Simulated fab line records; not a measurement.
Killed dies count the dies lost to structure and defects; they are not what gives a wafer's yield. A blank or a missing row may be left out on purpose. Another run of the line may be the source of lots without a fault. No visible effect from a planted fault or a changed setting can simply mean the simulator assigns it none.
The tool behind it: which one? ; flow berkeley-cmos170 ; 7 lots, 21 wafers sampled, at 3 steps of a route of 331

== WHAT THE GAUGES SHOWED, per wafer ==
UCB170_SDANNEAL_RS_MEAS_02: the measuring method here is four-point-probe.
lot;measured;on;PSD_RS (ohm/sq)
L425;day 6 18:02;film-metro-04;75.9 75.7 75.6
L427;day 6 20:13;film-metro-01;75.4 75.3 75.3
L431;day 7 08:09;film-metro-04;75.7 75.5 75.2
L435;day 8 15:23;film-metro-01;75.9 75.6 75.6
L441;day 9 19:20;film-metro-04;83.7 84.1 84.1
L445;day 10 19:14;film-metro-01;75.3 75.5 75.4
L448;day 11 15:32;film-metro-04;75.7 75.4 75.5

== WHICH TOOL RAN EACH LOT (tool, then ch and the chambers of the sampled wafers, then the start) ==
lot;UCB170_PWELL_ETCH_14;UCB170_SDANNEAL_RTA_01
L425;rie-diel-02 ch 2,3, day 3 05:53;rtp-anneal-02 ch 0, day 6 17:59
L427;rie-diel-04 ch 0,1,3, day 3 15:40;rtp-anneal-01 ch 0, day 6 20:09
L431;rie-diel-01 ch 1,2,3, day 4 01:53;rtp-anneal-01 ch 0, day 7 08:05
L435;rie-diel-02 ch 0,2,3, day 5 03:11;rtp-anneal-01 ch 0, day 8 15:20
L441;rie-diel-01 ch 0,2,3, day 5 21:52;rtp-anneal-01 ch 0, day 9 19:16
L445;rie-diel-02 ch 1,3, day 7 04:38;rtp-anneal-02 ch 0, day 10 19:11
L448;rie-diel-04 ch 0,1, day 8 00:31;rtp-anneal-02 ch 0, day 11 15:28
- UCB170_PWELL_ETCH_14: etches Si3N4 in CH3F/Ar/O2, stops on SiO2, target depth 242 nm, time 151 s.
- UCB170_SDANNEAL_RTA_01: time 5 s.

== THE ANSWER, worked out from the rows above alone ==
Rule: the lots themselves supply what counts as usual. The widest of any qualifying gaps counts: lots, ordered by their means at a reading, are off when they make up no more than a third of the lots, leave a main group of 4 or more, and stand apart from it by 3 or more times the standard deviation of that group's means. A main group is skipped when, at the precision printed for the reading in the tables above, its means are all equal. Also off: a lot with no number at a reading for which 4 or more lots have one. Where the step has rows for the other lots, those lots are counted as sound.
Off: L441, seen at UCB170_SDANNEAL_RS_MEAS_02 (PSD_RS). Main group: mean 75.5 ohm/sq, sd 0.15.
If a tool, at a process step before that reading, ran all the lots that are off and no sound lot after the first of them, it fits. Those tools and the gauges at UCB170_SDANNEAL_RS_MEAS_02 are tried in the same way. Undecided on this evidence; 2 tools fit (rie-diel-01 at UCB170_PWELL_ETCH_14, rtp-anneal-01 at UCB170_SDANNEAL_RTA_01).

== WHAT THE SIMULATOR HAD INSERTED ==
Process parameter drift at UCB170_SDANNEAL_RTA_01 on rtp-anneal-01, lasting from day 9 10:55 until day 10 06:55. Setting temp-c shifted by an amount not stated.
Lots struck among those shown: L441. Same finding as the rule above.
